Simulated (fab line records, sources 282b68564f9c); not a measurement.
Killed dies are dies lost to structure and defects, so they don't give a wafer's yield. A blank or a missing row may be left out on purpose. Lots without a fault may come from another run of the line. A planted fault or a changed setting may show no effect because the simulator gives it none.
A struck lot beside a sound one | flow rit_cmos | 27 steps out of a route of 202
Sound: wafers L206.2, L206.3, L206.5. Struck: wafer L222.6. (L222.4, L222.5 of the same lot were not struck and are left out.) The cause comes at the end.
At each step with rows: each side's tool, then ch and its chambers, then its first start. Under that, the readings that differ: sound wafers | struck wafers | difference of the means | sigmas: that difference in standard deviations of wafers without a fault.
alike: readings whose means differ by less than 2 such deviations, and words and numbers that are the same on both sides. not compared: withheld readings, readings that some wafer has no value for, bounds like >300 that may hide the same value, and numbers for which the record gives no deviation and whose values overlap.
The two part at a step that has a row with sigmas, a row that says differs or no value, or rows on one side only. Numbers that don't overlap but have no deviation are shown without sigmas and don't part them. A reading that every wafer of one side lacks parts them only if that side has two wafers or more.

first, 4 steps without rows for these wafers: RIT_CONTACT_SOFTBAKE_04 (time 60 s); RIT_CONTACT_EXPOSE_05 (exposes mask M11, target cd 1000 nm); RIT_CONTACT_PEB_06; RIT_CONTACT_DEVELOP_07 (develop time 120 s).
RIT_CONTACT_CD_MEAS_08: target cd 1000 nm.
  sound on cd_sem-02, day 3 14:47; struck on cd_sem-02, day 6 20:17
  reading    | sound                | struck | difference | sigmas
  cd_nm (nm) | 1003.7 1002.3 1002.8 | 997.6  | -5.3       | -2
RIT_CONTACT_OVL_MEAS_09:
  sound on overlay-01, day 3 14:53; struck on overlay-01, day 6 20:22
  alike: CONTACT_OVL
then, 1 step without rows for these wafers: RIT_CONTACT_HARDBAKE_10 (time 60 s).
RIT_CONTACT_ETCH_11: etches SiO2 in CHF3/CF4/Ar, stops on TiSi2, target depth 480 nm, time 320 s.
  sound on rie_diel-01 ch 0,1,2, day 3 15:04; struck on rie_diel-03 ch 1, day 6 20:32
  alike: drypump_motor_current_A, oes_product_au, rf_fwd_power_W, throttle_valve_pct
  not compared: rf_hours_counter_h
RIT_CONTACT_STRIP_12: strips in O2, time 180 s.
  sound on plasma_asher-02 ch 0,1, day 3 15:16; struck on plasma_asher-02 ch 1, day 6 20:47
  alike: drypump_motor_current_A
  not compared: rf_hours_counter_h
RIT_CONTACT_CD_MEAS_90: target cd 1000 nm.
  sound on cd_sem-02, day 3 15:28; struck on cd_sem-02, day 6 20:58
  reading    | sound                | struck | difference | sigmas
  cd_nm (nm) | 1003.5 1001.9 1003.1 | 997.8  | -5.0       | -2
then, 2 steps without rows for these wafers: RIT_CONTACT_CLEAN_13 (cleans in SC1, time 600 s); RIT_CONTACT_CLEAN_14 (cleans in SC2, time 600 s).
RIT_M1_SPUTTER_00: material Al, target thk 400 nm, time 500 s.
  sound on pvd_sputter-04, day 3 15:55; struck on pvd_sputter-03, day 6 21:23
  reading                               | sound             | struck | difference | sigmas
  model.Al_of_M1_SPUTTER_00.thk_nm (nm) | 403.8 403.9 401.6 | 357.8  | -45.3      |
  alike: chamber_pressure_pa, throttle_valve_pct
RIT_M1_RS_MEAS_01: measures by four-point-probe.
  sound on film_metro-04, day 3 16:14; struck on film_metro-03, day 6 21:44
  reading           | sound                | struck | difference | sigmas
  M1_AL_RS (ohm/sq) | 0.0726 0.0728 0.0731 | 0.0824 | +0.0096    | +12
RIT_M1_THK_MEAS_02: measures by xrf.
  sound on film_metro-04, day 3 16:21; struck on film_metro-03, day 6 21:50
  reading        | sound       | struck | difference | sigmas
  M1_AL_THK (nm) | 405 405 404 | 357    | -48        | -10
then, 6 steps without rows for these wafers: RIT_M1_HMDS_03 (prime time 60 s); RIT_M1_COAT_04 (resist thk 1300 nm); RIT_M1_SOFTBAKE_05 (time 60 s); RIT_M1_EXPOSE_06 (exposes mask M12, target cd 2600 nm); RIT_M1_PEB_07; RIT_M1_DEVELOP_08 (develop time 68 s).
RIT_M1_CD_MEAS_09: target cd 2600 nm.
  sound on cd_sem-01, day 3 17:35; struck on cd_sem-02, day 6 22:48
  reading    | sound                | struck | difference | sigmas
  cd_nm (nm) | 2602.1 2601.5 2600.9 | 2596.5 | -5.0       | -2
RIT_M1_OVL_MEAS_10:
  sound on overlay-02, day 3 17:41; struck on overlay-01, day 6 22:53
  alike: M1_OVL
then, 1 step without rows for these wafers: RIT_M1_HARDBAKE_11 (time 120 s).
RIT_M1_METAL_ETCH_12: etches Al in Cl2/BCl3, stops on SiO2, time 165 s, target depth 600 nm.
  sound on rie_metal-02 ch 0,1, day 3 17:58; struck on rie_metal-03 ch 1, day 6 23:19
  reading               | sound             | struck | difference | sigmas
  oes_product_au (a.u.) | 0.773 0.767 0.781 | 0.742  | -0.032     | -3
  alike: drypump_motor_current_A, rf_fwd_power_W, throttle_valve_pct
  not compared: rf_hours_counter_h
then, 1 step without rows for these wafers: RIT_M1_STRIP_13 (strips in nmp, time 600 s).
RIT_M1_PROBE_99:
  sound on prober-02, day 3 20:17; struck on prober-02, day 7 02:55
  reading                  | sound                   | struck  | difference | sigmas
  model.etest.m1.rs_ohm_sq | 0.07201 0.07126 0.07231 | 0.08131 | +0.00945   |
  alike: defect_limited_yield, killed_at_contacts, killed_at_front_end, killed_dies, killed_open, killed_short, sort_bin_3_pad_short, sort_bin_5_function, sort_bin_6_memory, sort_n_pass, sort_yield_pct

WHERE THEY PART
First at RIT_CONTACT_CD_MEAS_08; last, within this record, at RIT_M1_METAL_ETCH_12. Later steps at which nothing parts them and some readings are alike: RIT_M1_PROBE_99.

WHY: what the simulator had put in
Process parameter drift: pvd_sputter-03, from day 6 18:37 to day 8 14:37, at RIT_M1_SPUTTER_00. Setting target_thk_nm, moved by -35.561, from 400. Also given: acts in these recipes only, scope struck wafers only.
